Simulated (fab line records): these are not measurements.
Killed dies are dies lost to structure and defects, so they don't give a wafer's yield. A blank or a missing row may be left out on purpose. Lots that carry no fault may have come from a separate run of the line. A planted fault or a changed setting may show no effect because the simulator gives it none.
Split-lot experiment || flow berkeley-cmos170 || 23 wafers read across 5 lots, on a route 331 steps long

== SPLIT DETAILS ==
At UCB170_NVT_IMPLANT_07, the setting dose-cm2 was moved away from the recipe's 3e+12 on 9 of the 23 wafers read, by -6.1% to +7.2%. This setting was run at the recipe's value on the other wafers.

== SPLIT TO READING: what lies between them in the file, 1 step ==
- UCB170_NVT_STRIP_08: strips in O2

== THE READING ==
NVT_TW, at UCB170_NVT_TW_MEAS_09. On this fab line, fault-free wafers typically give 527 with a standard deviation of 3.9.

{"wafer": "L074.2", "tool, chamber at the split": "implanter-02, 0", "dose-cm2 as run": 2.87e+12, "against the recipe": "-4.3%", "NVT_TW": 524, "against lot-mates on the recipe": -7}
{"wafer": "L074.3", "tool, chamber at the split": "implanter-02, 0", "dose-cm2 as run": 2.87e+12, "against the recipe": "-4.3%", "NVT_TW": 522, "against lot-mates on the recipe": -9}
{"wafer": "L074.4", "tool, chamber at the split": "implanter-02, 0", "dose-cm2 as run": 3e+12, "against the recipe": "recipe", "NVT_TW": 531, "against lot-mates on the recipe": "-"}
{"wafer": "L074.5", "tool, chamber at the split": "implanter-02, 0", "dose-cm2 as run": 3e+12, "against the recipe": "recipe", "NVT_TW": 530, "against lot-mates on the recipe": "-"}
{"wafer": "L074.6", "tool, chamber at the split": "implanter-02, 0", "dose-cm2 as run": 3e+12, "against the recipe": "recipe", "NVT_TW": 533, "against lot-mates on the recipe": "-"}
{"wafer": "L075.2", "tool, chamber at the split": "implanter-02, 0", "dose-cm2 as run": 3e+12, "against the recipe": "recipe", "NVT_TW": 532, "against lot-mates on the recipe": "-"}
{"wafer": "L075.3", "tool, chamber at the split": "implanter-02, 0", "dose-cm2 as run": 3.088e+12, "against the recipe": "+2.9%", "NVT_TW": 538, "against lot-mates on the recipe": "+6"}
{"wafer": "L075.4", "tool, chamber at the split": "implanter-02, 0", "dose-cm2 as run": 3.088e+12, "against the recipe": "+2.9%", "NVT_TW": 538, "against lot-mates on the recipe": "+6"}
{"wafer": "L075.5", "tool, chamber at the split": "implanter-02, 0", "dose-cm2 as run": 3.088e+12, "against the recipe": "+2.9%", "NVT_TW": 534, "against lot-mates on the recipe": "+2"}
{"wafer": "L075.6", "tool, chamber at the split": "implanter-02, 0", "dose-cm2 as run": 3e+12, "against the recipe": "recipe", "NVT_TW": 531, "against lot-mates on the recipe": "-"}
{"wafer": "L077.3", "tool, chamber at the split": "implanter-01, 0", "dose-cm2 as run": 3e+12, "against the recipe": "recipe", "NVT_TW": 521, "against lot-mates on the recipe": "-"}
{"wafer": "L077.4", "tool, chamber at the split": "implanter-01, 0", "dose-cm2 as run": 3e+12, "against the recipe": "recipe", "NVT_TW": 524, "against lot-mates on the recipe": "-"}
{"wafer": "L077.5", "tool, chamber at the split": "implanter-01, 0", "dose-cm2 as run": 3e+12, "against the recipe": "recipe", "NVT_TW": 521, "against lot-mates on the recipe": "-"}
{"wafer": "L080.1", "tool, chamber at the split": "implanter-04, 0", "dose-cm2 as run": 2.816e+12, "against the recipe": "-6.1%", "NVT_TW": 519, "against lot-mates on the recipe": -11}
{"wafer": "L080.2", "tool, chamber at the split": "implanter-04, 0", "dose-cm2 as run": 3e+12, "against the recipe": "recipe", "NVT_TW": 529, "against lot-mates on the recipe": "-"}
{"wafer": "L080.3", "tool, chamber at the split": "implanter-04, 0", "dose-cm2 as run": 2.816e+12, "against the recipe": "-6.1%", "NVT_TW": 518, "against lot-mates on the recipe": -12}
{"wafer": "L080.4", "tool, chamber at the split": "implanter-04, 0", "dose-cm2 as run": 3e+12, "against the recipe": "recipe", "NVT_TW": 532, "against lot-mates on the recipe": "-"}
{"wafer": "L080.5", "tool, chamber at the split": "implanter-04, 0", "dose-cm2 as run": 3e+12, "against the recipe": "recipe", "NVT_TW": 530, "against lot-mates on the recipe": "-"}
{"wafer": "L082.1", "tool, chamber at the split": "implanter-01, 0", "dose-cm2 as run": 3e+12, "against the recipe": "recipe", "NVT_TW": 524, "against lot-mates on the recipe": "-"}
{"wafer": "L082.2", "tool, chamber at the split": "implanter-01, 0", "dose-cm2 as run": 3.215e+12, "against the recipe": "+7.2%", "NVT_TW": 535, "against lot-mates on the recipe": "+12"}
{"wafer": "L082.3", "tool, chamber at the split": "implanter-01, 0", "dose-cm2 as run": 3.215e+12, "against the recipe": "+7.2%", "NVT_TW": 536, "against lot-mates on the recipe": "+13"}
{"wafer": "L082.5", "tool, chamber at the split": "implanter-01, 0", "dose-cm2 as run": 3e+12, "against the recipe": "recipe", "NVT_TW": 524, "against lot-mates on the recipe": "-"}
{"wafer": "L082.6", "tool, chamber at the split": "implanter-01, 0", "dose-cm2 as run": 3e+12, "against the recipe": "recipe", "NVT_TW": 522, "against lot-mates on the recipe": "-"}

THE FIT
A straight line over all 23 wafers: NVT_TW changes by +1.42 for each +1% of dose-cm2; r = +0.76; the points scatter about the line by 4.1.
The same after taking each lot's own level away (the mean of its wafers on the recipe; 23 wafers): +1.81 for each +1%; r = +0.98; scatter 1.3.
On that fit, the largest move of dose-cm2 shifts the reading by 13.
The span of the lots' own levels, 522.0 to 531.5, comes to 2.4 times the standard deviation stated above.
So the lot-to-lot level blurs the effect unless lot-mates are compared.
Check: +13.2 against its lot-mates is what the line predicts for one of the wafers moved furthest among these (+7.2%) when that wafer is left out of the fit. It came out at +11.7 against them.

== OTHER SPLITS ON THESE WAFERS ==
Before the reading, these wafers also passed through other splits. Each is held against what the fit with the lots' levels taken away leaves over:
{"other split on the same wafers": "UCB170_START_OXIDATION_02 ox-time-s", "wafers away from the commonest value": 10, "r with NVT_TW (lot level and that fit taken away)": -0.03}
{"other split on the same wafers": "UCB170_ZERO_COAT_01 spin-rpm", "wafers away from the commonest value": 8, "r with NVT_TW (lot level and that fit taken away)": -0.25}
{"other split on the same wafers": "UCB170_NWELL_CVD_04 time-s", "wafers away from the commonest value": 10, "r with NVT_TW (lot level and that fit taken away)": -0.02}
{"other split on the same wafers": "UCB170_PWELL_IMPLANT_15 energy-kev", "wafers away from the commonest value": 8, "r with NVT_TW (lot level and that fit taken away)": "+0.10"}
{"other split on the same wafers": "UCB170_WELLDRIVE_OXIDATION_01 temp-c", "wafers away from the commonest value": 18, "r with NVT_TW (lot level and that fit taken away)": "+0.07"}
{"other split on the same wafers": "UCB170_ACTIVE_CVD_05 time-s", "wafers away from the commonest value": 15, "r with NVT_TW (lot level and that fit taken away)": "+0.05"}
{"other split on the same wafers": "UCB170_PFIELD_COAT_01 spin-rpm", "wafers away from the commonest value": 5, "r with NVT_TW (lot level and that fit taken away)": -0.18}
{"other split on the same wafers": "UCB170_SACOX_OXIDATION_01 temp-c", "wafers away from the commonest value": 15, "r with NVT_TW (lot level and that fit taken away)": "+0.01"}

== FILE'S OWN FIT ==
NVT_TW changes by +1.82 for each +1% of dose-cm2, r = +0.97.
